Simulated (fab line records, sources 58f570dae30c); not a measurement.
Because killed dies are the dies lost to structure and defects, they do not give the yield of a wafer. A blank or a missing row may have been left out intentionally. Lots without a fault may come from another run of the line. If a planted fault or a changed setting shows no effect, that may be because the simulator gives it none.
fab line records | flow berkeley_cmos170
record: lots: 5 wafers: 23
route steps=331 shown GATE@133 NLDD@159 SPACER@171 NSD@191 SDANNEAL@205 SILICIDE@211 CONTACT@217
start_h: the number of hours between the record's first day and the start of the first shown wafer of the lot | wait_h: time in hours since the lot's previous step | " repeats the value in the row above | L1.1+2: several wafers, shown together as one row | - either no value or no given start | * or withheld: withheld | < > ~ a bound
route shown NAME@n: NAME is a module with steps in the file, n the number in the route of the first one | usual: mean/standard deviation of fault-free wafers | same: alike in all rows | chamber/n: place in a boat | sites: readings site by site | _std_site: the values' standard deviation | _edge_site: outer sites' mean less inner sites' | radius_mm: for every site, how far away it sits from the centre of the wafer | mask NAME#n: copy n | behind: the last tool/chamber to shape the wafer | hold: why the lot was held/for how many hours/how that ended | device: transistor that didn't switch, given as n, p or np | end of line: the route-end tests of the same wafers | step lacking rows: just its recipe | killed: at the first sort, the dies lost to defects and structure; wafer yield is something else | map: a wafer's dies, marking killed ones x, the rest . and places with no die _
set.NAME: the setting as run; set.NAME@STEP: as run at that earlier step | model.NAME: the simulator's own value behind a step, which no gauge read
lots run with intentionally changed settings; tables by step, rows by wafer
== steps ==
step: UCB170_GATE_COAT_07
recipe: resist: KrF spin_rpm: 1500 resist_thk_nm: 900
columns lot.wafer tool chamber start_h wait_h set.spin_rpm model.KrF_of_GATE_COAT_07.thk_nm
L074.2 litho_track-04 0 - - 1500 902.2
L074.3 " 0 " " 1539 888.5
L074.4 " 0 " " 1539 888.9
L074.5 " 0 " " 1500 899.3
L074.6 " 0 " " 1539 887.9
L075.2 litho_track-03 0 - - 1500 903
L075.3 " 0 " " 1500 903.7
L075.4 " 0 " " 1500 901.7
L075.5 " 0 " " 1500 899.7
L075.6 " 0 " " 1500 902.3
L077.3 litho_track-04 0 - - 1500 897.3
L077.4 " 0 " " 1500 899.7
L077.5 " 0 " " 1500 895.6
L080.1 litho_track-03 0 - - 1500 907
L080.2 " 0 " " 1500 905.8
L080.3+5 " 0 " " 1500 905.2
L080.4 " 0 " " 1500 904.2
L082.1 litho_track-04 0 - - 1500 904.1
L082.2+3 " 0 " " 1500 904.5
L082.5 " 0 " " 1605 875.3
L082.6 " 0 " " 1605 876.2
step: UCB170_NLDD_COAT_01
recipe: resist: KrF spin_rpm: 1500 resist_thk_nm: 900
columns lot.wafer tool chamber start_h wait_h set.resist_thk_nm model.KrF_of_NLDD_COAT_01.thk_nm
L074.2 litho_track-02 0 164.58 0.1 900 904.8
L074.3 " 0 " " 900 902.4
L074.4 " 0 " " 900 904.3
L074.5 " 0 " " 900 906.6
L074.6 " 0 " " 900 906
L075.2 litho_track-03 0 171.77 0.1 874.3 878.8
L075.3 " 0 " " 900 907.2
L075.4 " 0 " " 900 904.5
L075.5 " 0 " " 874.3 880.2
L075.6 " 0 " " 900 904.9
L077.3 litho_track-03 0 187.59 0.1 900 901.6
L077.4 " 0 " " 900 901.1
L077.5 " 0 " " 900 902.9
L080.1 litho_track-01 0 203.60 0.1 915.5 919.7
L080.2 " 0 " " 915.5 916.7
L080.3 " 0 " " 900 903.4
L080.4 " 0 " " 900 904.6
L080.5 " 0 " " 900 899.3
L082.1 litho_track-01 0 216.15 0.1 900 904.1
L082.2 " 0 " " 900 902
L082.3 " 0 " " 900 902.6
L082.5 " 0 " " 900 901
L082.6 " 0 " " 900 902.8
step: UCB170_NLDD_SOFTBAKE_02
recipe: resist: KrF temp_c: 130 time_s: 60
step: UCB170_NLDD_EXPOSE_03
recipe: mask_id: NSELECT na: 0.5 sigma_outer: 0.6 source_shape: conventional target_cd_nm: 1200 dose_mj: 30
step: UCB170_NLDD_IMPLANT_08
recipe: species: As dose_cm2: 5e+13 energy_kev: 30 tilt_deg: 7 rotation_deg: 0
step: UCB170_NLDD_IMPLANT_09
recipe: species: As dose_cm2: 5e+13 energy_kev: 30 tilt_deg: 7 rotation_deg: 180
step: UCB170_NLDD_STRIP_10
recipe: chemistry: O2 power_w: 400 pressure_mtorr: 3500 platen_temp_c: withheld o2_flow_sccm: 400 overash_fraction: 0.5
usual: strip_time_to_endpoint_s: 21.68/0.058
columns lot.wafer tool chamber start_h wait_h set.resist_thk_nm@NLDD_COAT_01 strip_time_to_endpoint_s
L074.2 plasma_asher-03 0 166.14 0.1 900 21.75
L074.3 " 0 " " 900 21.69
L074.4 " 1 " " 900 21.73
L074.5 " 0 " " 900 21.78
L074.6 " 1 " " 900 21.79
L075.2 plasma_asher-03 1 172.90 0.1 874.3 21.12
L075.3 " 0 " " 900 21.80
L075.4 " 1 " " 900 21.72
L075.5 " 0 " " 874.3 21.15
L075.6 " 1 " " 900 21.75
L077.3 plasma_asher-04 0 189.24 0.1 900 21.68
L077.4 " 1 " " 900 21.66
L077.5 " 1 " " 900 21.70
L080.1 plasma_asher-03 0 204.88 0.1 915.5 22.09
L080.2 " 1 " " 915.5 22.01
L080.3 " 1 " " 900 21.71
L080.4 " 0 " " 900 21.75
L080.5 " 1 " " 900 21.61
L082.1 plasma_asher-02 1 217.68 0.1 900 21.72
L082.2 " 0 " " 900 21.67
L082.3 " 0 " " 900 21.67
L082.5 " 1 " " 900 21.64
L082.6 " 0 " " 900 21.71
step: UCB170_SPACER_CVD_00
recipe: material: SiO2 target_thk_nm: 376 temp_c: 390 precursor: TEOS/O2 time_s: 47 rf_w: 550 pressure_mtorr: 9000
columns lot.wafer tool chamber start_h wait_h set.time_s model.SiO2_of_SPACER_CVD_00.thk_nm
L074.2 pecvd-01 0 166.47 0.0 47 376.7
L074.3 " 2 " " 48.98 387.4
L074.4 " 1 " " 47 372.9
L074.5 " 0 " " 48.98 399.1
L074.6 " 2 " " 47 373.7
L075.2 pecvd-03 1 173.25 0.0 44.27 346.7
L075.3 " 0 " " 47 367.5
L075.4 " 0 " " 44.27 350.4
L075.5 " 1 " " 44.27 347.8
L075.6 " 2 " " 47 371.7
L077.3 pecvd-01 0 189.56 0.0 47 372.9
L077.4 " 2 " " 47 374.2
L077.5 " 1 " " 47 379.1
L080.1 pecvd-01 0 205.21 0.0 47 368.8
L080.2 " 1 " " 47 372.6
L080.3 " 2 " " 47 372.1
L080.4 " 2 " " 47 376.2
L080.5 " 0 " " 47 378.6
L082.1 pecvd-01 2 220.13 0.0 47 365.8
L082.2 " 1 " " 47 368.1
L082.3 " 0 " " 47 370.6
L082.5 " 1 " " 47 371.7
L082.6 " 2 " " 47 374.1
step: UCB170_SPACER_THK_MEAS_01
recipe: reads: SiO2_of_SPACER_CVD_00
usual: SPACER_TEOS_THK: 373/4.4
columns lot.wafer tool chamber start_h wait_h set.time_s@SPACER_CVD_00 SPACER_TEOS_THK[nm]
L074.2 film_metro-03 - 166.52 0.0 47 377
L074.3 " - " " 48.98 387
L074.4 " - " " 47 373
L074.5 " - " " 48.98 399
L074.6 " - " " 47 374
L075.2 film_metro-01 - 173.30 0.0 44.27 347
L075.3 " - " " 47 367
L075.4 " - " " 44.27 350
L075.5 " - " " 44.27 348
L075.6 " - " " 47 372
L077.3 film_metro-04 - 189.63 0.0 47 373
L077.4 " - " " 47 374
L077.5 " - " " 47 379
L080.1 film_metro-04 - 205.25 0.0 47 369
L080.2 " - " " 47 372
L080.3 " - " " 47 372
L080.4 " - " " 47 376
L080.5 " - " " 47 378
L082.1 film_metro-01 - 220.17 0.0 47 366
L082.2 " - " " 47 368
L082.3 " - " " 47 371
L082.5 " - " " 47 372
L082.6 " - " " 47 374
step: UCB170_SPACER_ETCHBACK_03
recipe: stop_on: Si target: SiO2 chemistry: CHF3/CF4/Ar CHF3_flow_sccm: 50 cf4_flow_sccm: 10 Ar_flow_sccm: 120 pressure_mtorr: 200 rf_w: 500 target_depth_a: 3760 time_s: 100
columns lot.wafer tool chamber start_h wait_h set.time_s set.time_s@SPACER_CVD_00 model.etch.depth_nm
L074.2 rie_diel-03 3 172.01 0.0 100 47 376.7
L074.3 " 2 " " 92.2 48.98 387.4
L074.4 " 0 " " 92.2 47 372.9
L074.5 " 1 " " 100 48.98 399.1
L074.6 " 0 " " 100 47 373.7
L075.2 rie_diel-04 2 180.84 0.0 100 44.27 346.7
L075.3 " 3 " " 100 47 367.5
L075.4 " 0 " " 100 44.27 350.4
L075.5 " 3 " " 100 44.27 347.8
L075.6 " 0 " " 100 47 371.7
L077.3 rie_diel-01 3 195.60 0.0 100 47 372.9
L077.4 " 0 " " 100 47 374.2
L077.5 " 3 " " 100 47 379.1
L080.1 rie_diel-01 3 213.88 0.0 100 47 368.8
L080.2 " 1 " " 107.8 47 372.6
L080.3 " 0 " " 100 47 372.1
L080.4 " 2 " " 100 47 376.2
L080.5 " 3 " " 107.8 47 378.6
L082.1+2 rie_diel-04 1,0 224.97 0.0 107.1 47 -
L082.3+5 " 3,2 " " 100 47 -
L082.6 " 3 " " 100 47 374.1
step: UCB170_NSD_PEB_04
recipe: peb_temp_c: 130 peb_time_s: withheld resist: KrF
columns lot.wafer tool chamber start_h wait_h set.peb_temp_c
L074.2+4 litho_track-04 0 177.14 0.3 130
L074.3+5+6 " 0 " " 128.8
L075.2+3+4 litho_track-03 0 186.42 0.9 126.5
L075.5+6 " 0 " " 130
L077.3+4+5 litho_track-04 0 199.72 0.3 130
L080.1+3 litho_track-04 0 219.71 0.3 126.2
L080.2+4+5 " 0 " " 130
L082.1+5+6 litho_track-01 0 228.97 0.1 130
L082.2+3 " 0 " " 132.8
step: UCB170_NSD_DEVELOP_05
recipe: developer: TMAH develop_time_s: 45 resist: KrF dev_temp_c: 21
step: UCB170_NSD_CD_MEAS_06
recipe: target_cd_nm: 1200
usual: cd_nm: 1199.3/1.7
columns lot.wafer tool chamber start_h wait_h set.peb_temp_c@NSD_PEB_04 cd_nm
L074.2 cd_sem-01 - 177.41 - 130 1199.9
L074.3 " - " " 128.8 1191.3
L074.4 " - " " 130 1200.0
L074.5 " - " " 128.8 1191.3
L074.6 " - " " 128.8 1192.8
L075.2 cd_sem-02 - 186.69 - 126.5 1172.7
L075.3 " - " " 126.5 1173.8
L075.4 " - " " 126.5 1173.2
L075.5 " - " " 130 1200.5
L075.6 " - " " 130 1201.0
L077.3 cd_sem-01 - 199.99 - 130 1197.5
L077.4 " - " " 130 1197.6
L077.5 " - " " 130 1197.5
L080.1 cd_sem-01 - 219.98 - 126.2 1166.6
L080.2 " - " " 130 1197.1
L080.3 " - " " 126.2 1167.6
L080.4 " - " " 130 1197.8
L080.5 " - " " 130 1196.8
L082.1 cd_sem-01 - 229.25 - 130 1196.2
L082.2 " - " " 132.8 1214.4
L082.3 " - " " 132.8 1212.0
L082.5 " - " " 130 1195.1
L082.6 " - " " 130 1196.4
step: UCB170_NSD_IMPLANT_08
recipe: species: P dose_cm2: 3e+15 energy_kev: 40 tilt_deg: 7
columns lot.wafer tool chamber start_h wait_h set.dose_cm2
L074.2+3+6 implanter-01 0 177.57 0.0 3e+15
L074.4+5 " 0 " " 2.796e+15
L075.2+5+6 implanter-01 0 186.85 0.0 3.113e+15
L075.3+4 " 0 " " 3e+15
L077.3+4+5 implanter-01 0 200.15 0.1 3e+15
L080.1+2+3 implanter-01 0 220.14 0.0 3e+15
L080.4+5 " 0 " " 3.063e+15
L082.1+2+5 implanter-03 0 229.40 0.0 3.125e+15
L082.3+6 " 0 " " 3e+15
step: UCB170_NSD_STRIP_09
recipe: chemistry: O2 power_w: 400 pressure_mtorr: 3500 platen_temp_c: withheld o2_flow_sccm: 400 overash_fraction: 0.5
usual: strip_time_to_endpoint_s: 35.85/0.069
columns lot.wafer tool chamber start_h wait_h set.dose_cm2@NSD_IMPLANT_08 strip_time_to_endpoint_s
L074.2 plasma_asher-01 0 177.69 0.1 3e+15 35.90
L074.3 " 1 " " 3e+15 35.90
L074.4 " 0 " " 2.796e+15 35.29
L074.5 " 0 " " 2.796e+15 35.26
L074.6 " 1 " " 3e+15 35.83
L075.2 plasma_asher-04 0 186.97 0.1 3.113e+15 36.14
L075.3 " 0 " " 3e+15 35.78
L075.4 " 1 " " 3e+15 35.85
L075.5 " 1 " " 3.113e+15 36.20
L075.6 " 0 " " 3.113e+15 36.19
L077.3 plasma_asher-01 1 200.29 0.1 3e+15 35.74
L077.4 " 0 " " 3e+15 35.79
L077.5 " 0 " " 3e+15 35.81
L080.1 plasma_asher-03 0 220.29 0.1 3e+15 35.81
L080.2 " 1 " " 3e+15 35.89
L080.3 " 1 " " 3e+15 35.85
L080.4 " 0 " " 3.063e+15 36.09
L080.5 " 1 " " 3.063e+15 36.06
L082.1 plasma_asher-01 1 229.55 0.1 3.125e+15 36.26
L082.2 " 0 " " 3.125e+15 36.24
L082.3 " 1 " " 3e+15 35.89
L082.5 " 0 " " 3.125e+15 36.28
L082.6 " 1 " " 3e+15 35.82
step: UCB170_NSD_CLEAN_11
recipe: chemistry: SPM temp_c: 120 time_s: 600
step: UCB170_SDANNEAL_RTA_01
recipe: temp_c: 1050 time_s: 5 ambient: N2
step: UCB170_SDANNEAL_RS_MEAS_03
recipe: thk_meas_gauge: four-point-probe
usual: NSD_RS: 37.27/0.09
columns lot.wafer tool chamber start_h wait_h set.dose_cm2@NSD_IMPLANT_08 NSD_RS[ohm/sq]
L074.2 film_metro-01 - 180.26 0.1 3e+15 37.22
L074.3 " - " " 3e+15 37.30
L074.4 " - " " 2.796e+15 38.45
L074.5 " - " " 2.796e+15 38.38
L074.6 " - " " 3e+15 37.18
L075.2 film_metro-01 - 188.57 0.1 3.113e+15 36.70
L075.3 " - " " 3e+15 37.34
L075.4 " - " " 3e+15 37.27
L075.5 " - " " 3.113e+15 36.64
L075.6 " - " " 3.113e+15 36.58
L077.3 film_metro-03 - 201.85 0.1 3e+15 37.37
L077.4 " - " " 3e+15 37.19
L077.5 " - " " 3e+15 37.29
L080.1 film_metro-03 - 222.30 0.1 3e+15 37.38
L080.2 " - " " 3e+15 37.30
L080.3 " - " " 3e+15 37.35
L080.4 " - " " 3.063e+15 36.93
L080.5 " - " " 3.063e+15 36.97
L082.1 film_metro-03 - 231.11 0.1 3.125e+15 36.63
L082.2 " - " " 3.125e+15 36.61
L082.3 " - " " 3e+15 37.44
L082.5 " - " " 3.125e+15 36.62
L082.6 " - " " 3e+15 37.29
step: UCB170_SILICIDE_SPUTTER_01
recipe: material: Ti target_thk_nm: 30 time_s: 25 power_w: 1500 chamber_pressure_pa: 0.5
columns lot.wafer tool chamber start_h wait_h set.power_w model.Ti_of_SILICIDE_SPUTTER_01.thk_nm
L074.2 pvd_sputter-01 - 180.67 0.0 1631 32.13
L074.3 " - " " 1500 29.34
L074.4 " - " " 1631 31.96
L074.5 " - " " 1631 32.26
L074.6 " - " " 1500 29.49
L075.2 pvd_sputter-01 - 188.98 0.0 1383 27.31
L075.3 " - " " 1500 30.16
L075.4 " - " " 1383 27.5
L075.5 " - " " 1500 29.87
L075.6 " - " " 1383 27.48
L077.3 pvd_sputter-03 - 202.23 0.0 1500 29.53
L077.4 " - " " 1500 29.24
L077.5 " - " " 1500 29.59
L080.1 pvd_sputter-04 - 222.73 0.0 1500 29.61
L080.2 " - " " 1558 31.05
L080.3 " - " " 1558 30.61
L080.4 " - " " 1500 29.73
L080.5 " - " " 1558 30.64
L082.1 pvd_sputter-04 - 231.53 0.0 1500 30.03
L082.2 " - " " 1559 31.8
L082.3 " - " " 1500 30.43
L082.5 " - " " 1500 30.33
L082.6 " - " " 1559 31.67
step: UCB170_SILICIDE_RS_MEAS_02
recipe: thk_meas_gauge: four-point-probe reads: Ti_of_SILICIDE_SPUTTER_01
usual: SILICIDE_TI_RS: 26.4/0.46
columns lot.wafer tool chamber start_h wait_h set.power_w@SILICIDE_SPUTTER_01 SILICIDE_TI_RS[ohm/sq]
L074.2 film_metro-04 - 180.72 0.0 1631 24.1
L074.3 " - " " 1500 26.8
L074.4 " - " " 1631 24.3
L074.5 " - " " 1631 24.0
L074.6 " - " " 1500 26.6
L075.2 film_metro-01 - 189.03 0.0 1383 29.1
L075.3 " - " " 1500 25.9
L075.4 " - " " 1383 28.9
L075.5 " - " " 1500 26.2
L075.6 " - " " 1383 28.9
L077.3 film_metro-04 - 202.44 0.2 1500 26.8
L077.4 " - " " 1500 27.0
L077.5 " - " " 1500 26.7
L080.1 film_metro-04 - 222.76 0.0 1500 26.5
L080.2 " - " " 1558 25.1
L080.3 " - " " 1558 25.5
L080.4 " - " " 1500 26.3
L080.5 " - " " 1558 25.5
L082.1 film_metro-02 - 231.56 0.0 1500 26.1
L082.2 " - " " 1559 24.4
L082.3 " - " " 1500 25.7
L082.5 " - " " 1500 25.8
L082.6 " - " " 1559 24.6
step: UCB170_SILICIDE_THK_MEAS_03
recipe: thk_meas_gauge: xrf reads: Ti_of_SILICIDE_SPUTTER_01
usual: SILICIDE_TI_THK: 30.1/0.46
columns lot.wafer tool chamber start_h wait_h set.power_w@SILICIDE_SPUTTER_01 SILICIDE_TI_THK[nm]
L074.2 film_metro-04 - 180.83 0.1 1631 32.2
L074.3 " - " " 1500 29.5
L074.4 " - " " 1631 32.1
L074.5 " - " " 1631 32.3
L074.6 " - " " 1500 29.6
L075.2 film_metro-01 - 189.14 0.1 1383 27.7
L075.3 " - " " 1500 30.7
L075.4 " - " " 1383 27.9
L075.5 " - " " 1500 30.4
L075.6 " - " " 1383 27.9
L077.3 film_metro-04 - 202.54 0.1 1500 29.7
L077.4 " - " " 1500 29.3
L077.5 " - " " 1500 29.6
L080.1 film_metro-04 - 222.88 0.1 1500 29.6
L080.2 " - " " 1558 31.2
L080.3 " - " " 1558 30.9
L080.4 " - " " 1500 29.9
L080.5 " - " " 1558 30.7
L082.1 film_metro-02 - 231.68 0.1 1500 30.3
L082.2 " - " " 1559 32.1
L082.3 " - " " 1500 30.6
L082.5 " - " " 1500 30.5
L082.6 " - " " 1559 32.0
step: UCB170_CONTACT_CVD_01
recipe: material: PSG target_thk_nm: 700 temp_c: 450 precursor: SiH4/O2/PH3 time_s: 2820 pressure_mtorr: 300 sih4_flow_sccm: 60 o2_flow_sccm: 90 ph3_flow_sccm: 25
columns lot.wafer tool chamber start_h wait_h set.temp_c model.PSG_of_CONTACT_CVD_01.thk_nm
L074.2 - - - 1.2 445.2 666.5
L074.3 " - " " 445.2 667.6
L074.4 " - " " 445.2 678.3
L074.5 " - " " 445.2 672.5
L074.6 " - " " 445.2 674.4
L075.2 - - - 0.4 440.1 637.3
L075.3 " - " " 440.1 640.2
L075.4 " - " " 440.1 645.5
L075.5 " - " " 440.1 639.5
L075.6 " - " " 440.1 645.2
L077.3 lpcvd-02 0 202.85 0.0 450 697.9
L077.4 " 0 " " 450 700.3
L077.5 " 0 " " 450 704.8
L080.1 - - - 1.0 441.6 651
L080.2 " - " " 441.6 648.3
L080.3 " - " " 441.6 653.1
L080.4 " - " " 441.6 650.2
L080.5 " - " " 441.6 654
L082.1 - - - 0.0 461.7 785.1
L082.2 " - " " 461.7 778.9
L082.3 " - " " 461.7 786.7
L082.5 " - " " 461.7 782.5
L082.6 " - " " 461.7 781.2
step: UCB170_CONTACT_THK_MEAS_02
recipe: reads: PSG_of_CONTACT_CVD_01
usual: CONTACT_PSG_THK: 701/4.3
columns lot.wafer tool chamber start_h wait_h set.temp_c@CONTACT_CVD_01 CONTACT_PSG_THK[nm]
L074.2 film_metro-02 - - - 445.2 666
L074.3 " - " " 445.2 668
L074.4 " - " " 445.2 678
L074.5 " - " " 445.2 672
L074.6 " - " " 445.2 674
L075.2 film_metro-02 - - - 440.1 638
L075.3 " - " " 440.1 640
L075.4 " - " " 440.1 645
L075.5 " - " " 440.1 640
L075.6 " - " " 440.1 645
L077.3 film_metro-02 - 204.65 0.0 450 698
L077.4 " - " " 450 700
L077.5 " - " " 450 705
L080.1 film_metro-02 - - - 441.6 651
L080.2 " - " " 441.6 648
L080.3 " - " " 441.6 653
L080.4 " - " " 441.6 651
L080.5 " - " " 441.6 655
L082.1 film_metro-02 - - - 461.7 785
L082.2 " - " " 461.7 779
L082.3 " - " " 461.7 786
L082.5 " - " " 461.7 782
L082.6 " - " " 461.7 781
== key ==
split: step: UCB170_GATE_COAT_07 setting: spin_rpm stated: 1500 by: wafer
response: step: UCB170_GATE_COAT_07 reading: model.KrF_of_GATE_COAT_07.thk_nm change: -4.17 per: 1% r: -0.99
split: step: UCB170_NLDD_COAT_01 setting: resist_thk_nm stated: 900 by: wafer
response: step: UCB170_NLDD_COAT_01 reading: model.KrF_of_NLDD_COAT_01.thk_nm change: +9.13 per: 1% r: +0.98
response: step: UCB170_NLDD_STRIP_10 reading: strip_time_to_endpoint_s change: * per: 1% r: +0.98
split: step: UCB170_SPACER_CVD_00 setting: time_s stated: 47 by: wafer
response: step: UCB170_SPACER_CVD_00 reading: model.SiO2_of_SPACER_CVD_00.thk_nm change: +3.94 per: 1% r: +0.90
response: step: UCB170_SPACER_THK_MEAS_01 reading: SPACER_TEOS_THK change: +3.95 per: 1% r: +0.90
response: step: UCB170_SPACER_ETCHBACK_03 reading: model.etch.depth_nm change: +3.94 per: 1% r: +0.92
split: step: UCB170_SPACER_ETCHBACK_03 setting: time_s stated: 100 by: wafer
response none clear
split: step: UCB170_NSD_PEB_04 setting: peb_temp_c stated: 130 by: wafer
response: step: UCB170_NSD_CD_MEAS_06 reading: cd_nm change: +9.72 per: 1% r: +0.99
split: step: UCB170_NSD_IMPLANT_08 setting: dose_cm2 stated: 3e+15 by: wafer
response: step: UCB170_NSD_STRIP_09 reading: strip_time_to_endpoint_s change: * per: 1% r: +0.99
response: step: UCB170_SDANNEAL_RS_MEAS_03 reading: NSD_RS change: -0.176 per: 1% r: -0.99
split: step: UCB170_SILICIDE_SPUTTER_01 setting: power_w stated: 1500 by: wafer
response: step: UCB170_SILICIDE_SPUTTER_01 reading: model.Ti_of_SILICIDE_SPUTTER_01.thk_nm change: +0.321 per: 1% r: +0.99
response: step: UCB170_SILICIDE_RS_MEAS_02 reading: SILICIDE_TI_RS change: -0.326 per: 1% r: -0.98
response: step: UCB170_SILICIDE_THK_MEAS_03 reading: SILICIDE_TI_THK change: +0.327 per: 1% r: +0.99
split: step: UCB170_CONTACT_CVD_01 setting: temp_c stated: 450 by: lot
response: step: UCB170_CONTACT_CVD_01 reading: model.PSG_of_CONTACT_CVD_01.thk_nm change: +29.4 per: 1% r: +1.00
response: step: UCB170_CONTACT_THK_MEAS_02 reading: CONTACT_PSG_THK change: +29.3 per: 1% r: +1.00
